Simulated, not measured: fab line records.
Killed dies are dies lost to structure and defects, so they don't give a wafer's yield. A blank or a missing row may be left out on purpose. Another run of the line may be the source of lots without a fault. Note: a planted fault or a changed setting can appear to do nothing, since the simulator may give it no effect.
Which tool did it? -- flow berkeley-cmos170 -- 14 lots with 40 wafers sampled at 4 steps, on a route of 331 steps

WHAT THE GAUGES READ, wafer by wafer
UCB170_PVT_OVL_MEAS_06. Usual: PVT_OVL 4 nm, standard deviation 5.7.
lot,measured,on,PVT_OVL (nm),flag
L338,day 6 14:49,overlay-01,7 -5 0,
L340,day 7 05:35,overlay-01,2 0 8,
L342,day 7 19:02,overlay-01,15 5 14,
L345,day 8 04:50,overlay-01,6 8 12,
L347,day 8 14:03,overlay-02,-3 2 5,
L346,day 8 15:03,overlay-01,-5 6 1,
L350,day 9 04:04,overlay-01,-7 10 9,
L351,day 9 04:42,overlay-02,-1 1 7,
L354,day 10 11:19,overlay-01,3 2 -2,
L356,day 10 11:35,overlay-02,5 12 5,
L357,day 10 11:40,overlay-01,-7 -2 3,
L359,day 11 00:41,overlay-02,9 0 1,
L355,day 11 00:57,overlay-01,2,
L360,day 11 01:02,overlay-02,1 -6 7,

UCB170_M3_THK_MEAS_03: measures by xrf. Usual: M3_AL_THK 888 nm, standard deviation 12.
lot,measured,on,M3_AL_THK (nm),flag
L338,day 8 17:07,film-metro-02,907 905 909,
L340,day 9 07:16,film-metro-03,880 881 877,
L342,day 9 21:41,film-metro-04,875 873 885,
L345,day 10 13:37,film-metro-03,889 893 894,
L347,day 10 23:34,film-metro-03,908 907 920,
L346,day 10 21:44,film-metro-02,893 890 892,
L350,day 11 06:37,film-metro-03,883 888 882,
L351,day 11 09:05,film-metro-03,871 884 879,
L354,day 12 13:49,film-metro-04,855 873 874,
L356,day 12 14:06,film-metro-04,893 872 890,
L357,day 12 10:23,film-metro-02,888 892 891,
L359,day 13 06:40,film-metro-04,871 877 875,
L355,day 13 06:04,film-metro-03,906,
L360,day 13 06:32,film-metro-03,910 905 914,

UCB170_M3_CD_MEAS_90: the cd target is 700 nm. Usual: cd-nm 699.5 nm, standard deviation 2.9.
lot,measured,on,cd-nm (nm),flag
L338,day 8 19:44,cd-sem-01,700.3 701.4 697.5,
L340,day 9 10:40,cd-sem-01,697.3 697.9 694.6,
L342,day 10 01:16,cd-sem-01,702.6 702.6 700.5,
L345,day 10 16:23,cd-sem-02,699.7 697.9 697.1,
L347,day 11 04:01,cd-sem-02,698.3 700.2 699.7,
L346,day 11 02:05,cd-sem-01,701.6 699.2 698.5,
L350,day 11 09:26,cd-sem-02,699.3 698.8 697.7,
L351,day 11 13:12,cd-sem-01,699.3 701.9 701.1,
L354,day 12 16:16,cd-sem-01,698.1 695.4 699.2,
L356,day 12 16:49,cd-sem-02,702.9 698.0 698.1,
L357,day 12 13:49,cd-sem-01,699.7 699.0 700.9,
L359,day 13 10:01,cd-sem-01,700.3 693.8 699.5,
L355,day 13 09:05,cd-sem-02,696.3,
L360,day 13 09:17,cd-sem-02,696.5 698.0 698.1,

EACH LOT AND THE TOOL THAT RAN IT (in order: tool; ch and the chambers of the sampled wafers; start)
lot,UCB170_M3_COAT_09
L338,"litho-track-04 ch 0, day 8 18:04"
L340,"litho-track-04 ch 0, day 9 09:01"
L342,"litho-track-01 ch 0, day 9 23:37"
L345,"litho-track-01 ch 0, day 10 14:28"
L347,"litho-track-02 ch 0, day 11 02:04"
L346,"litho-track-01 ch 0, day 11 00:13"
L350,"litho-track-01 ch 0, day 11 07:58"
L351,"litho-track-04 ch 0, day 11 11:18"
L354,"litho-track-01 ch 0, day 12 14:56"
L356,"litho-track-02 ch 0, day 12 15:22"
L357,"litho-track-02 ch 0, day 12 11:36"
L359,"litho-track-04 ch 0, day 13 07:59"
L355,"litho-track-04 ch 0, day 13 07:10"
L360,"litho-track-01 ch 0, day 13 07:21"
- UCB170_M3_COAT_09

AS READ BY THE TOOLS THEMSELVES (means over the sampled wafers that have a number; for cases with no such wafer, the mark the record gives instead)
UCB170_M3_COAT_09. Usual: dispense-pressure-kPa 49.7 kPa, standard deviation 1.8; exhaust-pa 45.1 Pa, standard deviation 0.89; spin-speed-rpm 3000.2 rpm, standard deviation 2.3.
lot,tool,dispense-pressure-kPa (kPa),exhaust-pa (Pa),spin-speed-rpm (rpm),flag
L338,litho-track-04,52.0,45.0,2998.6,
L340,litho-track-04,52.0,44.2,3001.5,
L342,litho-track-01,47.6,45.0,3000.1,
L345,litho-track-01,47.6,46.1,3002.0,
L347,litho-track-02,49.8,44.2,3000.1,
L346,litho-track-01,47.6,45.0,2999.7,
L350,litho-track-01,47.6,45.1,3002.5,
L351,litho-track-04,52.0,45.3,3002.6,
L354,litho-track-01,47.6,44.8,3001.8,
L356,litho-track-02,49.9,45.8,3001.5,
L357,litho-track-02,49.9,45.8,3003.4,
L359,litho-track-04,52.0,46.0,3404.7,OFF
L355,litho-track-04,52.0,44.6,3401.6,OFF
L360,litho-track-01,47.7,45.1,3002.7,

THE ANSWER, worked out from the rows above alone
Rule: a lot counts as off when the mean over its wafers that have a number is more than 3 standard deviations away from the usual mean. A lot without any number at a reading at which 4 lots or more have one is off too. Any other lot the step has rows for is counted as sound. The gauges are gone through in route order, then the tools' own readings, and for those a lot's mean is taken as printed above. The first step at which some lot is off is used, and at that step the reading that is off furthest; a lot without a number counts as furthest.
Off: L359, L355 (UCB170_M3_COAT_09, spin-speed-rpm).
If a tool, at that step or one of the process steps before it, ran each lot that is off and ran no sound lot following the first of them, it fits. One candidate fits, namely litho-track-04 at UCB170_M3_COAT_09. Its last sound lot is L351 (day 11 11:18), its first lot that is off L355 (day 13 07:10): a fault that began between those two fits.
The tool's own readings at UCB170_M3_COAT_09 bear it out: on the lots that are off they differ by more than 5 times the standard deviation of the sound lots' means. spin-speed-rpm reads 3403.1 rpm there against 3001.4 rpm on the sound lots.

WHAT THE SIMULATOR HAD INSERTED
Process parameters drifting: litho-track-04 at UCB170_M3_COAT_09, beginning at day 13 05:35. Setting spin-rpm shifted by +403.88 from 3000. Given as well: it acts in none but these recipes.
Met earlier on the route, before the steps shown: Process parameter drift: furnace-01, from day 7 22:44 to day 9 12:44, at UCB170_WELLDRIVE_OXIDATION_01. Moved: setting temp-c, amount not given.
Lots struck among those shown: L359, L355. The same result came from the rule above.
